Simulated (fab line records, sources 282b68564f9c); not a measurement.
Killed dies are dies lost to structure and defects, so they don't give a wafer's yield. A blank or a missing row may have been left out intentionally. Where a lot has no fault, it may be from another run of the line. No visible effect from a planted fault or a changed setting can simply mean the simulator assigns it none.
Split-lot experiment / flow rit_cmos / route with 202 steps; 5 lots, 23 wafers read

## ABOUT THE SPLIT
At RIT_NWELL_COAT_01 (resist thk 1300 nm), the setting resist_thk_nm was moved away from the recipe's 1300 nm on 11 of the 23 wafers read, by -5.7% to +5.9%. For the rest of the wafers, this setting stayed at what the recipe calls for.

## FROM THE SPLIT TO THE READING: what the file shows between them, 3 steps
- RIT_NWELL_SOFTBAKE_02: time 60 s
- RIT_NWELL_EXPOSE_03: exposes mask M2, target cd 43900 nm
- RIT_NWELL_DEVELOP_05: develop time 68 s

## THE READING
NOVOLAK_of_NWELL_COAT_01.thk_nm (the simulator's own value, which no gauge read), in nm, at RIT_NWELL_HARDBAKE_07 (time 120 s). The file does not state a usual value for it. Here, 12 wafers ran the recipe; their average is 1135 nm with a standard deviation of 3.9 nm.

wafer=L075.2; tool, chamber at the split=litho_track-03, 0; resist_thk_nm as run, nm=1300; against the recipe=recipe; NOVOLAK_of_NWELL_COAT_01.thk_nm, nm=1137; against lot-mates on the recipe=-
wafer=L075.3; tool, chamber at the split=litho_track-03, 0; resist_thk_nm as run, nm=1226; against the recipe=-5.7%; NOVOLAK_of_NWELL_COAT_01.thk_nm, nm=1075; against lot-mates on the recipe=-60
wafer=L075.4; tool, chamber at the split=litho_track-03, 0; resist_thk_nm as run, nm=1300; against the recipe=recipe; NOVOLAK_of_NWELL_COAT_01.thk_nm, nm=1134; against lot-mates on the recipe=-
wafer=L075.5; tool, chamber at the split=litho_track-03, 0; resist_thk_nm as run, nm=1226; against the recipe=-5.7%; NOVOLAK_of_NWELL_COAT_01.thk_nm, nm=1070; against lot-mates on the recipe=-65
wafer=L075.6; tool, chamber at the split=litho_track-03, 0; resist_thk_nm as run, nm=1300; against the recipe=recipe; NOVOLAK_of_NWELL_COAT_01.thk_nm, nm=1135; against lot-mates on the recipe=-
wafer=L077.1; tool, chamber at the split=litho_track-04, 0; resist_thk_nm as run, nm=1377; against the recipe=+5.9%; NOVOLAK_of_NWELL_COAT_01.thk_nm, nm=1204; against lot-mates on the recipe=+64
wafer=L077.3; tool, chamber at the split=litho_track-04, 0; resist_thk_nm as run, nm=1377; against the recipe=+5.9%; NOVOLAK_of_NWELL_COAT_01.thk_nm, nm=1204; against lot-mates on the recipe=+64
wafer=L077.4; tool, chamber at the split=litho_track-04, 0; resist_thk_nm as run, nm=1300; against the recipe=recipe; NOVOLAK_of_NWELL_COAT_01.thk_nm, nm=1139; against lot-mates on the recipe=-
wafer=L077.5; tool, chamber at the split=litho_track-04, 0; resist_thk_nm as run, nm=1377; against the recipe=+5.9%; NOVOLAK_of_NWELL_COAT_01.thk_nm, nm=1206; against lot-mates on the recipe=+66
wafer=L077.6; tool, chamber at the split=litho_track-04, 0; resist_thk_nm as run, nm=1300; against the recipe=recipe; NOVOLAK_of_NWELL_COAT_01.thk_nm, nm=1140; against lot-mates on the recipe=-
wafer=L078.1; tool, chamber at the split=litho_track-04, 0; resist_thk_nm as run, nm=1352; against the recipe=+4.0%; NOVOLAK_of_NWELL_COAT_01.thk_nm, nm=1175; against lot-mates on the recipe=+47
wafer=L078.3; tool, chamber at the split=litho_track-04, 0; resist_thk_nm as run, nm=1352; against the recipe=+4.0%; NOVOLAK_of_NWELL_COAT_01.thk_nm, nm=1175; against lot-mates on the recipe=+47
wafer=L078.2; tool, chamber at the split=litho_track-04, 0; resist_thk_nm as run, nm=1300; against the recipe=recipe; NOVOLAK_of_NWELL_COAT_01.thk_nm, nm=1127; against lot-mates on the recipe=-
wafer=L078.4; tool, chamber at the split=litho_track-04, 0; resist_thk_nm as run, nm=1300; against the recipe=recipe; NOVOLAK_of_NWELL_COAT_01.thk_nm, nm=1129; against lot-mates on the recipe=-
wafer=L078.6; tool, chamber at the split=litho_track-04, 0; resist_thk_nm as run, nm=1352; against the recipe=+4.0%; NOVOLAK_of_NWELL_COAT_01.thk_nm, nm=1172; against lot-mates on the recipe=+44
wafer=L081.1; tool, chamber at the split=litho_track-02, 0; resist_thk_nm as run, nm=1300; against the recipe=recipe; NOVOLAK_of_NWELL_COAT_01.thk_nm, nm=1137; against lot-mates on the recipe=-
wafer=L081.5; tool, chamber at the split=litho_track-02, 0; resist_thk_nm as run, nm=1300; against the recipe=recipe; NOVOLAK_of_NWELL_COAT_01.thk_nm, nm=1137; against lot-mates on the recipe=-
wafer=L081.6; tool, chamber at the split=litho_track-02, 0; resist_thk_nm as run, nm=1300; against the recipe=recipe; NOVOLAK_of_NWELL_COAT_01.thk_nm, nm=1138; against lot-mates on the recipe=-
wafer=L085.1; tool, chamber at the split=litho_track-03, 0; resist_thk_nm as run, nm=1300; against the recipe=recipe; NOVOLAK_of_NWELL_COAT_01.thk_nm, nm=1131; against lot-mates on the recipe=-
wafer=L085.2; tool, chamber at the split=litho_track-03, 0; resist_thk_nm as run, nm=1335; against the recipe=+2.7%; NOVOLAK_of_NWELL_COAT_01.thk_nm, nm=1160; against lot-mates on the recipe=+28
wafer=L085.6; tool, chamber at the split=litho_track-03, 0; resist_thk_nm as run, nm=1335; against the recipe=+2.7%; NOVOLAK_of_NWELL_COAT_01.thk_nm, nm=1160; against lot-mates on the recipe=+28
wafer=L085.3; tool, chamber at the split=litho_track-03, 0; resist_thk_nm as run, nm=1300; against the recipe=recipe; NOVOLAK_of_NWELL_COAT_01.thk_nm, nm=1133; against lot-mates on the recipe=-
wafer=L085.5; tool, chamber at the split=litho_track-03, 0; resist_thk_nm as run, nm=1335; against the recipe=+2.7%; NOVOLAK_of_NWELL_COAT_01.thk_nm, nm=1164; against lot-mates on the recipe=+32

THE FIT
A straight line over all 23 wafers: NOVOLAK_of_NWELL_COAT_01.thk_nm changes by +11 nm for each +1% of resist_thk_nm; r = +0.99; the points scatter about the line by 4.2 nm.
The same after taking each lot's own level away (the mean of its wafers on the recipe; 23 wafers): +11.1 nm for each +1%; r = +1.00; scatter 1.6 nm.
According to that fit, moving resist_thk_nm by its largest amount changes the reading by 66 nm.
Across the lots, their own levels run from 1128.0 to 1139.5 nm, a range of 3.0 times the standard deviation given above.
Consequently the slope shifts little with the lot-to-lot level, the two slopes agreeing.
Check: for one of the wafers moved furthest among these (+5.9%), held out of the fit, the line's prediction against its lot-mates is +66 nm. Against them it came out at +64.5 nm.

## OTHER SPLITS ON THESE WAFERS
Other splits were also applied to these wafers ahead of the reading. Each is held against what the fit with the lots' levels taken away leaves over:
other split on the same wafers=RIT_ACTIVE_CVD_03 temp_c; wafers away from the commonest value=10; r with NOVOLAK_of_NWELL_COAT_01.thk_nm (lot level and that fit taken away)=+0.06
other split on the same wafers=RIT_ACTIVE_EXPOSE_08 dose_mj; wafers away from the commonest value=5; r with NOVOLAK_of_NWELL_COAT_01.thk_nm (lot level and that fit taken away)=+0.08
other split on the same wafers=RIT_ACTIVE_ETCH_13 time_s; wafers away from the commonest value=10; r with NOVOLAK_of_NWELL_COAT_01.thk_nm (lot level and that fit taken away)=-0.14
other split on the same wafers=RIT_FOX2_OXIDATION_00 ox_time_s; wafers away from the commonest value=18; r with NOVOLAK_of_NWELL_COAT_01.thk_nm (lot level and that fit taken away)=-0.11

## THE WHOLE CHAIN: every reading that the file lists as answering this split, in the file's order
step=RIT_NWELL_COAT_01; what it does=resist thk 1300 nm; reading=NOVOLAK_of_NWELL_COAT_01.thk_nm (the simulator's own value, which no gauge read); change (the file's fit)=+12.9 nm for each +1% of the setting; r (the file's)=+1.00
step=RIT_NWELL_HARDBAKE_07; what it does=time 120 s; reading=NOVOLAK_of_NWELL_COAT_01.thk_nm (the simulator's own value, which no gauge read); change (the file's fit)=+11.1 nm for each +1% of the setting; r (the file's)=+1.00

## FILE'S OWN FIT
NOVOLAK_of_NWELL_COAT_01.thk_nm changes by +11.1 nm for each +1% of resist_thk_nm, r = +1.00.
